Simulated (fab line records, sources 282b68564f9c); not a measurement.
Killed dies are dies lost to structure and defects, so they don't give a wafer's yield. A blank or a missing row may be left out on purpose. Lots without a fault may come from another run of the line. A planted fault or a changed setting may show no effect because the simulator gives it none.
fab line records | flow rit_cmos
record lots=6 wafers=18 last_day=7
route steps=202 shown ACTIVE@1 FOX1@20 FOX2@23 M1@202
lots that met no fault: from a run of the same line without faults
start_h: hours from the record's first day to the start of the lot's first wafer shown | wait_h: hours since the lot's step before | " the same as in the row above | L1.1+2: a row that stands for several wafers | - no value, or no start given | * or withheld: withheld | < > ~ a bound
route shown NAME@n: a module of which the file shows steps, and the number in the route of the first | usual: mean/standard deviation of fault-free wafers | same: alike in all rows | chamber/n: place in a boat | sites: the reading at each site | _std_site: their standard deviation | _edge_site: outer sites' mean less inner sites' | radius_mm: how far each site lies from the wafer's centre | mask NAME#n: copy n | behind: the tool/chamber that last shaped the wafer | hold: why the lot was held/for how many hours/how that ended | device: the transistor (n, p or np) that didn't switch | end of line: the same wafers' tests at the end of the route | a step without rows: its recipe alone | killed: dies lost to structure and defects at the first sort, not the wafer's yield | map: a wafer's dies, x killed, . not, _ none there
set.NAME: the setting as run; set.NAME@STEP: as run at that earlier step | model.NAME: the simulator's own value behind a step, which no gauge read
lots at some steps of the route; a table a step, a row a wafer
services: from which hour (start_h, from the record's first day; less than 0 if before it) a tool's chamber was out of use, for how many hours, and why
## steps
# step RIT_ACTIVE_BOW_MEAS_00
# recipe mode=bow
# usual INCOMING_BOW=0/5.7
# columns lot.wafer tool chamber start_h wait_h INCOMING_BOW[um]
L559.1 film_metro-03 - 15.00 - -2
L559.3 " - " " 6
L559.5 " - " " -6
L567.2 film_metro-04 - 55.02 - -5
L567.3 " - " " 3
L567.6 " - " " -4
L574.1 film_metro-03 - 90.00 - 8
L574.4 " - " " 7
L574.5 " - " " -3
L576.1 film_metro-01 - 100.00 - -11
L576.2 " - " " 5
L576.5 " - " " 1
L577.3 film_metro-04 - 105.04 - 0
L577.4 " - " " -3
L577.6 " - " " -2
L580.1 film_metro-01 - 120.00 - -3
L580.2 " - " " -4
L580.3 " - " " -2
# step RIT_ACTIVE_OXIDATION_01
# recipe temp_c=1000 ambient=O2 target_thk_a=468 ox_time_s=3360
# usual spike_tc_centre_C=1001.7/1.6 spike_tc_load_C=1024.6/2.3 spike_tc_source_C=1025/3.5 tube_center_temp_C=1000/0.089 tube_center_temp_C_max=1002.6/0.44
# columns lot.wafer tool chamber start_h wait_h spike_tc_centre_C spike_tc_load_C spike_tc_source_C tube_center_temp_C tube_center_temp_C_max model.SiO2_of_ACTIVE_OXIDATION_01.thk_nm
L559.1 furnace-01 0 17.10 2.1 1003.5 1021.8 1021 1000 1002.5 46.32
L559.3 " 0 " " 1004.1 1022.9 1022 1000.1 1002.5 46.31
L559.5 " 0 " " 1002.8 1022.6 1022 999.89 1003.3 45.93
L567.2 furnace-04 0 58.29 3.3 999.4 1024.5 1027 999.98 1002.5 46.6
L567.3 " 0 " " 1000.7 1025.7 1028 1000.1 1002.1 46.23
L567.6 " 0 " " 1000.7 1024.8 1028 999.98 1002.6 46.66
L574.1 furnace-01 0 90.42 0.4 1026.2 1047.1 1048 1025.1 1027.2 59.88
L574.4 " 0 " " 1028.6 1047.8 1048 1025 1027.8 59.35
L574.5 " 0 " " 1027.4 1047.9 1046 1025.1 1027.5 60.21
L576.1 furnace-02 0 100.12 0.1 1001.7 1029.1 1026 999.9 1002.1 47.1
L576.2 " 0 " " 1002.4 1028.4 1027 999.95 1002.7 46.26
L576.5 " 0 " " 1003.1 1028.9 1026 1000.1 1002.2 46.68
L577.3 furnace-01 0 105.12 0.1 1027.6 1048.3 1047 1024.9 1027.5 59.26
L577.4 " 0 " " 1027.6 1048.1 1050 1024.8 1027.2 59.04
L577.6 " 0 " " 1028.0 1048.5 1048 1025.1 1027.0 58.04
L580.1 furnace-02 0 120.12 0.1 1000.4 1030.1 1026 1000 1002.0 46.06
L580.2 " 0 " " 1001.6 1029.1 1026 999.98 1002.1 45.69
L580.3 " 0 " " 1000.7 1029.9 1025 999.92 1002.3 46.49
# step RIT_ACTIVE_THK_MEAS_02
# recipe reads=SiO2_of_ACTIVE_OXIDATION_01
# usual ACTIVE_OXIDE_THK=46.5/0.8
# columns lot.wafer tool chamber start_h wait_h ACTIVE_OXIDE_THK[nm]
L559.1 film_metro-03 - 19.03 0.0 46.4
L559.3 " - " " 46.4
L559.5 " - " " 45.9
L567.2 film_metro-03 - 60.24 0.0 46.6
L567.3 " - " " 46.3
L567.6 " - " " 46.7
L574.1 film_metro-01 - 92.35 0.0 60.0
L574.4 " - " " 59.4
L574.5 " - " " 60.2
L576.1 film_metro-04 - 102.05 0.0 47.1
L576.2 " - " " 46.3
L576.5 " - " " 46.7
L577.3 film_metro-01 - 107.07 0.0 59.3
L577.4 " - " " 59.0
L577.6 " - " " 58.0
L580.1 film_metro-04 - 122.05 0.0 46.0
L580.2 " - " " 45.7
L580.3 " - " " 46.5
# step RIT_ACTIVE_CVD_03
# recipe material=Si3N4 target_thk_nm=150 temp_c=810 precursor=SiH2Cl2/NH3 time_s=1500 pressure_mtorr=300 sih2cl2_flow_sccm=60 nh3_flow_sccm=150
# step RIT_ACTIVE_THK_MEAS_04
# recipe reads=Si3N4_of_ACTIVE_CVD_03
# usual ACTIVE_NITRIDE_THK=149.7/1.3
# columns lot.wafer tool chamber start_h wait_h ACTIVE_NITRIDE_THK[nm]
L559.1 film_metro-04 - 20.51 0.0 148.3
L559.3 " - " " 148.4
L559.5 " - " " 148.2
L567.2 film_metro-01 - 61.71 0.0 148.8
L567.3 " - " " 149.2
L567.6 " - " " 149.0
L574.1 film_metro-04 - 93.83 0.0 147.5
L574.4 " - " " 148.0
L574.5 " - " " 148.5
L576.1 film_metro-03 - 104.24 0.0 151.6
L576.2 " - " " 150.0
L576.5 " - " " 149.8
L577.3 film_metro-01 - 108.55 0.0 152.6
L577.4 " - " " 151.4
L577.6 " - " " 152.1
L580.1 film_metro-01 - 123.53 0.0 152.6
L580.2 " - " " 151.8
L580.3 " - " " 152.7
# step RIT_ACTIVE_HMDS_05
# recipe prime_time_s=60 prime_temp_c=140
# step RIT_ACTIVE_COAT_06
# recipe resist=NOVOLAK spin_rpm=3250 resist_thk_nm=1000
# step RIT_ACTIVE_SOFTBAKE_07
# recipe resist=NOVOLAK temp_c=90 time_s=60
# step RIT_ACTIVE_EXPOSE_08
# recipe mask_id=M1 na=0.6 source_shape=conventional sigma_outer=0.6 target_cd_nm=1400 dose_mj=225
# step RIT_ACTIVE_PEB_09
# recipe resist=NOVOLAK temp_c=withheld time_s=withheld
# step RIT_ACTIVE_DEVELOP_10
# recipe resist=NOVOLAK develop_time_s=50 dev_temp_c=23
# step RIT_ACTIVE_CD_MEAS_11
# recipe target_cd_nm=1400
# usual cd_nm=1399.6/2.4
# columns lot.wafer tool chamber start_h wait_h cd_nm
L559.1 cd_sem-01 - 21.54 - 1399.3
L559.3 " - " " 1396.9
L559.5 " - " " 1399.6
L567.2 cd_sem-01 - 62.63 - 1397.2
L567.3 " - " " 1399.4
L567.6 " - " " 1398.3
L574.1 cd_sem-01 - 94.90 - 1402.3
L574.4 " - " " 1404.3
L574.5 " - " " 1404.4
L576.1 cd_sem-02 - 105.15 - 1397.5
L576.2 " - " " 1399.4
L576.5 " - " " 1398.3
L577.3 cd_sem-02 - 109.60 - 1399.9
L577.4 " - " " 1398.6
L577.6 " - " " 1399.2
L580.1 cd_sem-02 - 124.56 - 1400.2
L580.2 " - " " 1398.7
L580.3 " - " " 1398.5
# step RIT_ACTIVE_HARDBAKE_12
# recipe resist=NOVOLAK temp_c=140 time_s=60
# step RIT_ACTIVE_ETCH_13
# recipe stop_on=SiO2 chemistry=SF6 target=Si3N4 time_s=210 over_etch_frac=0.4 SF6_flow_sccm=200 pressure_mtorr=260 rf_w=125 target_depth_a=2100
# usual SF6_flow_sccm=199.9/0.59 drypump_motor_current_A=5.7/0.44 oes_product_au=0.829/0.011 throttle_valve_pct=7.48/0.075
# columns lot.wafer tool chamber start_h wait_h SF6_flow_sccm drypump_motor_current_A oes_product_au rf_hours_counter_h throttle_valve_pct
L559.1 rie_diel-02 3 21.81 0.1 200.0 5.0 0.831 117 7.43
L559.3 " 0 " " 200.7 5.3 0.829 3 7.47
L559.5 " 3 " " 199.5 5.0 0.823 - 7.46
L567.2 rie_diel-01 3 62.99 0.1 200.4 6.4 0.816 126 7.47
L567.3 " 0 " " 200.3 5.7 0.830 14 7.58
L567.6 " 2 " " 199.6 6.1 0.841 - 7.69
L574.1 rie_diel-02 1 95.17 0.1 199.8 5.9 0.808 0 7.44
L574.4 " 0 " " 199.8 5.3 0.832 - 7.49
L574.5 " 1 " " 199.8 5.9 0.821 - 7.46
L576.1 rie_diel-01 3 105.42 0.1 200.3 6.4 0.823 127 7.46
L576.2 " 1 " " 199.8 5.6 0.824 156 7.47
L576.5 " 0 " " 201.2 5.7 0.831 - 7.54
L577.3 rie_diel-01 0 109.83 0.1 200.3 5.7 0.844 15 7.57
L577.4 " 2 " " 199.4 6.1 0.846 4 7.69
L577.6 " 2 " " 199.1 6.1 0.855 - 7.68
L580.1 rie_diel-02 0 124.83 0.1 200.8 5.3 0.833 5 7.47
L580.2 " 2 " " 199.8 6.2 0.824 102 7.40
L580.3 " 1 " " 201.2 5.9 0.834 1 7.44
# step RIT_ACTIVE_STRIP_14
# recipe chemistry=O2 time_s=180 resist=NOVOLAK platen_temp_c=withheld power_w=500 pressure_mtorr=4000 o2_flow_sccm=4000
# usual drypump_motor_current_A=5.9/0.32
# columns lot.wafer tool chamber start_h wait_h drypump_motor_current_A rf_hours_counter_h
L559.1 plasma_asher-01 0 21.95 0.1 5.6 36
L559.3 " 1 " " 5.7 -
L559.5 " 0 " " 5.6 -
L567.2 plasma_asher-03 1 63.13 0.1 6.0 38
L567.3 " 0 " " 5.7 -
L567.6 " 0 " " 5.7 -
L574.1 plasma_asher-03 0 95.30 0.1 5.7 44
L574.4 " 1 " " 5.9 -
L574.5 " 0 " " 5.7 -
L576.1 plasma_asher-03 1 105.55 0.1 6.0 45
L576.2 " 0 " " 5.7 45
L576.5 " 1 " " 6.0 -
L577.3 plasma_asher-04 1 110.03 0.1 6.6 -
L577.4 " 0 " " 5.7 -
L577.6 " 1 " " 6.6 -
L580.1 plasma_asher-03 1 124.97 0.1 6.0 47
L580.2 " 0 " " 5.7 47
L580.3 " 0 " " 5.7 -
# step RIT_ACTIVE_CD_MEAS_90
# recipe target_cd_nm=1400
# usual cd_nm=1399.6/2.3
# columns lot.wafer tool chamber start_h wait_h cd_nm
L559.1 cd_sem-01 - 22.12 0.1 1399.6
L559.3 " - " " 1397.1
L559.5 " - " " 1399.6
L567.2 cd_sem-02 - 63.32 0.1 1397.9
L567.3 " - " " 1399.4
L567.6 " - " " 1398.2
L574.1 cd_sem-01 - 95.48 0.1 1401.9
L574.4 " - " " 1404.1
L574.5 " - " " 1403.9
L576.1 cd_sem-01 - 105.73 0.1 1397.6
L576.2 " - " " 1399.3
L576.5 " - " " 1398.4
L577.3 cd_sem-01 - 110.18 0.1 1400.3
L577.4 " - " " 1398.9
L577.6 " - " " 1399.1
L580.1 cd_sem-02 - 125.14 0.1 1400.3
L580.2 " - " " 1399.3
L580.3 " - " " 1398.3
# step RIT_ACTIVE_CLEAN_15
# recipe chemistry=SC1 mix=3:3:50 time_s=600 temp_c=75
# step RIT_ACTIVE_CLEAN_16
# recipe chemistry=dHF dilution=50:1 time_s=30
# step RIT_ACTIVE_CLEAN_17
# recipe chemistry=SC2 mix=3:3:50 time_s=600 temp_c=75 dry=n2_spin
# step RIT_FOX1_OXIDATION_00
# recipe temp_c=1100 ambient=H2O target_thk_a=3507 p_h2o_torr=720 ox_time_s=1130
# step RIT_FOX1_THK_MEAS_01
# recipe reads=SiO2_of_FOX1_OXIDATION_00
# usual FOX1_OXIDE_THK=348/6.7
# columns lot.wafer tool chamber start_h wait_h FOX1_OXIDE_THK[nm]
L559.1 film_metro-04 - 27.83 0.0 350
L559.3 " - " " 350
L559.5 " - " " 350
L567.2 film_metro-02 - 65.13 0.0 348
L567.3 " - " " 344
L567.6 " - " " 350
L574.1 film_metro-02 - 98.21 0.0 358
L574.4 " - " " 353
L574.5 " - " " 352
L576.1 film_metro-02 - 108.04 0.0 357
L576.2 " - " " 364
L576.5 " - " " 361
L577.3 film_metro-04 - 113.41 0.0 357
L577.4 " - " " 358
L577.6 " - " " 357
L580.1 film_metro-04 - 128.63 0.0 347
L580.2 " - " " 348
L580.3 " - " " 352
# step RIT_FOX1_WET_ETCH_02
# recipe chemistry=BOE target_depth_nm=350 time_s=390 temp_c=21.5 dry=n2_spin dilution=10:1 target=SiO2
# step RIT_FOX2_OXIDATION_00
# recipe temp_c=1100 ambient=H2O target_thk_a=3507 p_h2o_torr=720 ox_time_s=1130
# step RIT_FOX2_THK_MEAS_01
# recipe reads=SiO2_of_FOX2_OXIDATION_00
# usual FOX2_OXIDE_THK=350/6.3
# columns lot.wafer tool chamber start_h wait_h FOX2_OXIDE_THK[nm]
L559.1 film_metro-04 - 29.40 0.0 343
L559.3 " - " " 349
L559.5 " - " " 344
L567.2 film_metro-04 - 66.62 0.0 353
L567.3 " - " " 350
L567.6 " - " " 349
L574.1 film_metro-01 - 99.87 0.0 363
L574.4 " - " " 352
L574.5 " - " " 362
L576.1 film_metro-02 - 109.54 0.0 351
L576.2 " - " " 347
L576.5 " - " " 348
L577.3 film_metro-04 - 114.90 0.0 358
L577.4 " - " " 354
L577.6 " - " " 360
L580.1 film_metro-04 - 130.14 0.0 348
L580.2 " - " " 349
L580.3 " - " " 347
# step RIT_FOX2_CLEAN_02
# recipe chemistry=dHF dilution=50:1 time_s=180
# step RIT_FOX2_WET_ETCH_03
# recipe chemistry=H3PO4 target=Si3N4 target_depth_nm=195 temp_c=165 time_s=2700
# usual temp_c=165.01/0.16
# columns lot.wafer tool chamber start_h wait_h temp_c model.SiO2_of_ACTIVE_OXIDATION_01.thk_nm
L559.1 wet_bench-03 3 29.52 0.0 164.99 40.77
L559.3 " 3 " " 164.78 40.78
L559.5 " 3 " " 165.17 40.46
L567.2 wet_bench-04 1 66.73 0.0 165.19 40.87
L567.3 " 1 " " 164.90 41.1
L567.6 " 1 " " 164.87 41.17
L574.1 wet_bench-01 2 99.99 0.0 165.11 53.19
L574.4 " 2 " " 164.77 52.27
L574.5 " 2 " " 165.07 53.5
L576.1 wet_bench-01 1 109.65 0.0 164.96 41.16
L576.2 " 1 " " 165.06 40.28
L576.5 " 1 " " 164.81 41.32
L577.3 wet_bench-01 1 115.00 0.0 165.10 52.62
L577.4 " 1 " " 164.95 52.14
L577.6 " 1 " " 165.02 51.24
L580.1 wet_bench-04 3 130.27 0.0 165.12 40.48
L580.2 " 3 " " 164.84 40.6
L580.3 " 3 " " 164.91 41.32
# step RIT_FOX2_THK_MEAS_90
# recipe reads=SiO2_of_FOX2_OXIDATION_00
# usual FIELD_OXIDE_LEFT_1_THK=323/6.3
# columns lot.wafer tool chamber start_h wait_h FIELD_OXIDE_LEFT_1_THK[nm]
L559.1 film_metro-04 - 31.03 0.0 316
L559.3 " - " " 322
L559.5 " - " " 317
L567.2 film_metro-01 - 68.25 0.0 326
L567.3 " - " " 322
L567.6 " - " " 322
L574.1 film_metro-04 - 101.50 0.0 335
L574.4 " - " " 324
L574.5 " - " " 334
L576.1 film_metro-02 - 110.41 0.0 323
L576.2 " - " " 319
L576.5 " - " " 320
L577.3 film_metro-01 - 115.78 0.0 330
L577.4 " - " " 326
L577.6 " - " " 333
L580.1 film_metro-04 - 131.03 0.0 321
L580.2 " - " " 321
L580.3 " - " " 320
# step RIT_M1_PROBE_99
# usual killed_at_contacts=0.1/0.38 killed_at_front_end=7/3.2 killed_dies=7/3.2 killed_open=3.6/2.1 killed_short=3.5/2
# same gross_dies=264 killed_at_M0_to_M3=0 killed_at_M4_up=0 killed_at_back_side=0 killed_at_other=0
# columns lot.wafer tool chamber start_h wait_h killed_at_contacts killed_at_front_end killed_dies killed_open killed_short model.etest.pldd.width_nm model.etest.nldd.width_nm model.etest.nplus_sal.width_nm model.etest.pplus_sal.width_nm model.etest.nmos_0p3.r_on_ohm_um model.etest.nmos_narrow.drive_ua_um model.etest.pmos_narrow.drive_ua_um model.etest.nmos_0p3.drive_ua_um
L559.1 prober-01 - 80.74 0.1 0 8 8 2 6 3186 3184 3431 3430 2118 232.4 105.8 231.1
L559.3 prober-01 - 80.84 0.2 0 10 10 5 5 3186 3157 3437 3435 2092 234.8 107.7 234.8
L559.5 prober-01 - 80.94 0.2 0 4 4 4 0 3201 3189 3446 3453 2090 238.2 109.7 237.4
L567.2 prober-02 - 109.49 0.1 0 7 7 4 3 3169 3183 3440 3466 2131 227.3 102.9 229.2
L567.3 prober-02 - 109.54 0.2 0 3 3 2 1 3172 3174 3464 3463 2100 240.1 107 237.3
L567.6 prober-02 - 109.69 0.2 1 9 10 3 7 3155 3171 3445 3466 2124 234.6 104.9 233.9
L574.1 prober-01 - 139.76 0.1 0 8 8 6 2 3005 3004 3352 3329 2185 182.6 87.4 216.6
L574.4 prober-01 - 139.91 0.2 0 7 7 4 3 3025 3041 3372 3343 2188 193.2 90.57 220.3
L574.5 prober-01 - 139.96 0.2 0 7 7 4 3 3000 3021 3372 3364 2200 187 88.16 219.1
L576.1 prober-01 - 149.27 0.1 0 12 12 4 8 3171 3158 3440 3432 2165 221.2 103.3 223.1
L576.2 prober-01 - 149.32 0.1 0 9 9 4 5 3167 3154 3435 3433 2150 223.8 105.2 223.2
L576.5 prober-01 - 149.47 0.2 0 3 3 3 0 3167 3165 3416 3431 2134 222.6 105.7 225.6
L577.3 prober-02 - 152.68 0.2 0 12 12 7 5 3031 3013 3376 3383 2184 191.7 88.28 219
L577.4 prober-02 - 152.73 0.2 0 10 10 2 8 3030 3016 3356 3377 2195 192.3 90.22 222
L577.6 prober-02 - 152.83 0.2 0 10 10 6 4 3042 3022 3375 3365 2201 192.2 87.89 216.5
L580.1 prober-01 - 174.23 0.1 0 3 3 1 2 3206 3187 3445 3451 2160 222.5 98.77 219.8
L580.2 prober-01 - 174.28 0.1 0 6 6 3 3 3186 3179 3439 3446 2166 224.3 97.63 220.4
L580.3 prober-01 - 174.33 0.2 0 10 10 5 5 3193 3160 3470 3444 2166 222.2 99.22 221.1
# killed by level:class
L559.1 SPACER:geometric_particle:short=3 GATE:geometric_particle:short=2 GATE:geometric_particle:open=1 SPACER:geometric_particle:open=1 SILICIDE:geometric_particle:short=1
L559.3 SPACER:geometric_particle:short=3 GATE:geometric_particle:open=2 FOX2:geometric_particle:short=1 GATE:geometric_particle:short=1 REOX:geometric_particle:open=1 SPACER:geometric_particle:open=1 SILICIDE:geometric_particle:open=1
L559.5 FOX2:geometric_particle:open=1 REOX:geometric_particle:open=1 SPACER:geometric_particle:open=1 SILICIDE:geometric_particle:open=1
L567.2 GATE:geometric_particle:short=2 GATE:geometric_particle:open=2 FOX1:geometric_particle:short=1 FOX1:geometric_particle:open=1 SPACER:geometric_particle:open=1
L567.3 GATE:geometric_particle:open=1 REOX:geometric_particle:short=1 SPACER:geometric_particle:open=1
L567.6 GATE:geometric_particle:short=2 SPACER:geometric_particle:short=2 FOX1:geometric_particle:short=1 GATE:geometric_particle:open=1 REOX:geometric_particle:open=1 SPACER:geometric_particle:open=1 SILICIDE:geometric_particle:short=1 CONTACT:geometric_particle:short=1
L574.1 GATE:geometric_particle:open=2 REOX:geometric_particle:open=2 FOX1:geometric_particle:short=1 FOX1:geometric_particle:open=1 GATE:geometric_particle:short=1 SILICIDE:geometric_particle:open=1
L574.4 GATE:geometric_particle:short=2 GATE:geometric_particle:open=2 FOX1:geometric_particle:open=1 REOX:geometric_particle:short=1 REOX:geometric_particle:open=1
L574.5 GATE:geometric_particle:open=2 GATE:geometric_particle:short=2 REOX:geometric_particle:short=1 SPACER:geometric_particle:open=1 SILICIDE:geometric_particle:open=1
L576.1 GATE:geometric_particle:short=4 FOX1:geometric_particle:short=2 GATE:geometric_particle:open=2 FOX2:geometric_particle:open=1 REOX:geometric_particle:short=1 SPACER:geometric_particle:short=1 SILICIDE:geometric_particle:open=1
L576.2 FOX1:geometric_particle:short=2 GATE:geometric_particle:short=2 GATE:geometric_particle:open=2 REOX:geometric_particle:open=1 SPACER:geometric_particle:open=1 SILICIDE:geometric_particle:short=1
L576.5 GATE:geometric_particle:open=1 REOX:geometric_particle:open=1 SPACER:geometric_particle:open=1
L577.3 GATE:geometric_particle:open=3 FOX1:geometric_particle:open=2 FOX2:geometric_particle:short=2 GATE:geometric_particle:short=2 FOX2:geometric_particle:open=1 SPACER:geometric_particle:short=1 SPACER:geometric_particle:open=1
L577.4 GATE:geometric_particle:short=4 FOX1:geometric_particle:short=2 FOX2:geometric_particle:open=2 FOX2:geometric_particle:short=1 SILICIDE:geometric_particle:short=1
L577.6 SPACER:geometric_particle:open=3 FOX2:geometric_particle:short=2 FOX1:geometric_particle:open=1 GATE:geometric_particle:short=1 GATE:geometric_particle:open=1 SILICIDE:geometric_particle:short=1 SILICIDE:geometric_particle:open=1
L580.1 FOX1:geometric_particle:short=1 GATE:geometric_particle:short=1 GATE:geometric_particle:open=1
L580.2 GATE:geometric_particle:open=2 GATE:geometric_particle:short=1 SPACER:geometric_particle:short=1 SILICIDE:geometric_particle:short=1 SILICIDE:geometric_particle:open=1
L580.3 GATE:geometric_particle:open=3 GATE:geometric_particle:short=2 REOX:geometric_particle:open=2 FOX2:geometric_particle:short=1 REOX:geometric_particle:short=1 SILICIDE:geometric_particle:short=1
## services
# columns tool chamber start_h hours kind
furnace-01 - 20.35 3.6 pm
rie_diel-01 2 25.22 8.6 repair
rie_diel-01 3 29.43 10.5 repair
plasma_asher-03 - 43.92 2.2 repair
furnace-02 - 56.05 3.7 pm
plasma_asher-04 - 57.13 14.6 pm
rie_diel-02 1 62.14 - clean
rie_diel-02 1 62.14 24.4 scheduled_down
rie_diel-02 1 62.14 24.4 vent_cycle
rie_diel-02 2 63.92 9.9 repair
furnace-02 - 67.56 3.1 pm
furnace-01 - 72.48 2.4 pm
plasma_asher-01 - 80.55 13.0 repair
rie_diel-02 3 91.86 8.2 repair
wet_bench-03 - 103.50 1.9 pm
plasma_asher-01 - 108.75 9.0 pm
plasma_asher-01 0 108.75 9.0 vent_cycle
plasma_asher-01 1 108.75 9.0 vent_cycle
plasma_asher-01 0 117.75 - clean
plasma_asher-01 1 117.75 - clean
rie_diel-01 1 122.58 - clean
rie_diel-01 1 122.58 19.2 scheduled_down
rie_diel-01 1 122.58 19.2 vent_cycle
## key
first_sign step=RIT_ACTIVE_OXIDATION_01 reading=tube_center_temp_C direction=up sigmas=99+ usual=* struck=*
effect step=RIT_ACTIVE_OXIDATION_01 reading=tube_center_temp_C_max direction=up sigmas=57 usual=* struck=*
effect step=RIT_ACTIVE_THK_MEAS_02 reading=ACTIVE_OXIDE_THK direction=up sigmas=16 usual=46.5 struck=59.3
model_effect step=RIT_ACTIVE_OXIDATION_01 value=SiO2_of_ACTIVE_OXIDATION_01.thk_nm without=46.86 struck=59.3
model_effect step=RIT_FOX2_WET_ETCH_03 value=SiO2_of_ACTIVE_OXIDATION_01.thk_nm without=41.44 struck=52.49
model_effect step=RIT_M1_PROBE_99 value=etest.pldd.width_nm without=3171 struck=3022
met_at RIT_ACTIVE_OXIDATION_01
struck_wafers L574.1,L574.4,L574.5,L577.3,L577.4,L577.6
tester_left_out L574,L577
onset_between 17.10 90.42
fault kind=process_parameter_drift tool=furnace-01 chamber=- onset_h=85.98 steps=RIT_ACTIVE_OXIDATION_01 channel=temp_c offset=* shape=step end_h=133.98 acts_in=* stated=*
# tester_left_out: of these lots the tester's yield and bins aren't shown, on N5 and GAA mostly nor the transistor test; their killed dies are dies lost to structure and defects alone, not to doping, threshold or leakage, so they don't give the yield
